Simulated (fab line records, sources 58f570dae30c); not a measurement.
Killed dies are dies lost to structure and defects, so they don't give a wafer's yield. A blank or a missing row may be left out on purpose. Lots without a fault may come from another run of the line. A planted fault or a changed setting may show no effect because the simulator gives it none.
Problem report in the 8D (eight disciplines) form, filled by code | flow berkeley_cmos170 | the parts of the form that need people (team, actions taken, sign-off) are left out

1. THE PROBLEM
heater_power_total_W at UCB170_PWELL_PEB_11 reads a mean of 64.81 W on 6 wafers of 2 lots; wafers without a fault read 56.80 W with a standard deviation of 0.046. That is +99 or more standard deviations from the usual mean.
First seen on wafer L137.2, day 6 05:37, on litho_track-02. The record holds 42 wafers of 14 lots with a number at this step. Rule for "out", or "out of limits": more than 4 standard deviations from the usual mean. The other wafers with a number count as sound.

2. WHAT IT IS AND WHAT IT IS NOT
question                    | is                                 | is not
which readings at this step | heater_power_total_W, plate_temp_C | -
which lots                  | L137, L138                         | L122, L123, L124, L125, L127, L128, L131, L132, L133, L134, L140, L145
which wafers of those lots  | all that have a number             | -
read on which tools         | litho_track-02                     | litho_track-01, litho_track-04
when                        | from day 6 05:37                   | up to then (30 sound wafers); but 6 sound wafers of L140, L145 came after

3. SUSPECTS, AND WHAT RULES EACH OUT
Counting: a tool at a process step up to the reading stays a suspect if it ran every lot that is out and no sound lot after the first of them.
- litho_track-02 at UCB170_PWELL_PEB_11: kept. It ran every lot that is out, first L137 (day 6 05:37), and no sound lot after that; its last sound lot up to then is L134 (day 5 13:22). Its own readings are out on those wafers: heater_power_total_W, plate_temp_C.
Left after counting: litho_track-02 at UCB170_PWELL_PEB_11.

4. THE CAUSE (what the simulator had put in)
Process parameter drift: litho_track-02, from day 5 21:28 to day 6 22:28, at UCB170_PWELL_PEB_11. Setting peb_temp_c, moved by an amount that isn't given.
Counting left only this tool.

5. THE CHAIN OF EFFECTS, in route order
Each row: a reading whose mean over the struck wafers that have a number lies more than 3 standard deviations from the usual. Only readings for which the record gives a usual standard deviation are gone through. hours: the time from each lot's start at the first step in this table that gives one to its start at this step, as a median over the lots. sigmas: the change in usual standard deviations.
hours | step                | reading              | usual    | on struck wafers | change | sigmas
0     | UCB170_PWELL_PEB_11 | heater_power_total_W | 56.80 W  | 64.81            | +8.01  | +99 or more
0     | UCB170_PWELL_PEB_11 | plate_temp_C         | 130.00 C | 143.84           | +13.84 | +99
The process steps in it:
- UCB170_PWELL_PEB_11
Later measuring or inspecting steps at which every struck wafer that the step has a row for has a number for every such reading, and none has moved that far: UCB170_WELLDRIVE_THK_MEAS_02, UCB170_PVT_OVL_MEAS_06.

6. WHAT WOULD HAVE CAUGHT IT SOONER
In this record the first reading out of limits was taken at day 6 05:37, 8 hours after the fault began at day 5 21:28.
